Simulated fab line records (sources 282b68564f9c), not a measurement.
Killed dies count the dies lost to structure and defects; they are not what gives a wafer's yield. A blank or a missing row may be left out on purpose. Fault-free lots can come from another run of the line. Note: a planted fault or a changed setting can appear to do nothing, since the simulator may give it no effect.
A lot that was struck, set against a sound lot :: flow ritCmos :: 16 steps out of a route of 202
Sound: wafers L614.1, L614.3, L614.4. Wafers L626.1, L626.3, L626.6 were the ones struck. The cause is given at the end.
Order at every step that has rows: each side's tool, ch and its chambers, its first start. Under that, the readings that differ: sound wafers :: struck wafers :: difference of the means :: sigmas: that difference in standard deviations of wafers without a fault.
alike: readings whose means differ by less than 2 such deviations, and words and numbers that are the same on both sides. not compared: withheld readings, readings that some wafer has no value for, bounds like >300 that may hide the same value, and numbers for which the record gives no deviation and whose values overlap.
The two part at a step that has a row with sigmas, a row that says differs or no value, or rows on one side only. When numbers do not overlap yet have no deviation, they are printed without sigmas and do not part them. A reading missing from all wafers of one side parts the sides only when that side holds two or more wafers.

RIT_ACTIVE_BOW_MEAS_00:
  sound on filmMetro-04 at day 1 15:00; struck on filmMetro-02 at day 4 03:00
  alike: INCOMING_BOW
then, 1 step without rows for these wafers: RIT_ACTIVE_OXIDATION_01 (target thk 46.8 nm, ox time 3360 s).
RIT_ACTIVE_THK_MEAS_02:
  sound on filmMetro-02 at day 1 17:03; struck on filmMetro-04 at day 4 05:03
  alike: ACTIVE_OXIDE_THK
then, 1 step without rows for these wafers: RIT_ACTIVE_CVD_03 (deposits Si3N4 from SiH2Cl2/NH3, target thk 150 nm, time 1500 s).
RIT_ACTIVE_THK_MEAS_04:
  sound on filmMetro-04 at day 1 18:32; struck on filmMetro-02 at day 4 06:32
  alike: ACTIVE_NITRIDE_THK
then, 3 steps without rows for these wafers: RIT_ACTIVE_HMDS_05 (prime time 60 s); RIT_ACTIVE_COAT_06 (resist thk 1000 nm); RIT_ACTIVE_SOFTBAKE_07 (time 60 s).
RIT_ACTIVE_EXPOSE_08: exposes mask M1, target cd 1400 nm.
  sound on ilineStepper-01 ch 0, day 1 19:02; struck on ilineStepper-02 ch 0, day 4 07:02
reading: exposureDoseMJCm2
sound: 227.0 226.8 227.0
struck: 216.8 216.8 217.0
difference: -10.1
sigmas: -12
  alike: mask
then, 2 steps without rows for these wafers: RIT_ACTIVE_PEB_09; RIT_ACTIVE_DEVELOP_10 (develop time 50 s).
RIT_ACTIVE_CD_MEAS_11: target cd 1400 nm.
  sound on cdSem-01 at day 1 19:26; struck on cdSem-01 at day 4 07:26
reading: cdNm (nm)
sound: 1398.1 1396.4 1396.7
struck: 1384.3 1343.5 1398.6
difference: -21.6
sigmas: -9
then, 1 step without rows for these wafers: RIT_ACTIVE_HARDBAKE_12 (time 60 s).
RIT_ACTIVE_ETCH_13: etches Si3N4 in SF6, stops on SiO2, time 210 s, target depth 210 nm.
  sound on rieDiel-03 ch 0,2,3, day 1 19:43; struck on rieDiel-02 ch 0,1, day 4 07:47
  alike: drypumpMotorCurrentA, oesProductAu, rfFwdPowerW, throttleValvePct
  not compared: rfHoursCounterH, model.ACTIVE.cdNm
RIT_ACTIVE_STRIP_14: strips in O2, time 180 s.
  sound on plasmaAsher-02 ch 0,1, day 1 19:50; struck on plasmaAsher-04 ch 0,1, day 4 07:55
  alike: drypumpMotorCurrentA
  not compared: rfHoursCounterH
RIT_M1_PROBE_99:
  sound on prober-02 at day 3 16:35; struck on prober-02 at day 6 04:23
  alike: killedAtContacts, killedAtFrontEnd, killedDies, killedOpen, killedShort

== WHERE THEY PART ==
First at RIT_ACTIVE_EXPOSE_08; last, within this record, at RIT_ACTIVE_CD_MEAS_11. Later steps at which nothing parts them and some readings are alike: RIT_ACTIVE_ETCH_13, RIT_ACTIVE_STRIP_14, RIT_M1_PROBE_99.

WHY: what the simulator had put in
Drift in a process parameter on ilineStepper-02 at RIT_ACTIVE_EXPOSE_08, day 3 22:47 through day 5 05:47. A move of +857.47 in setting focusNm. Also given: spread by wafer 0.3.
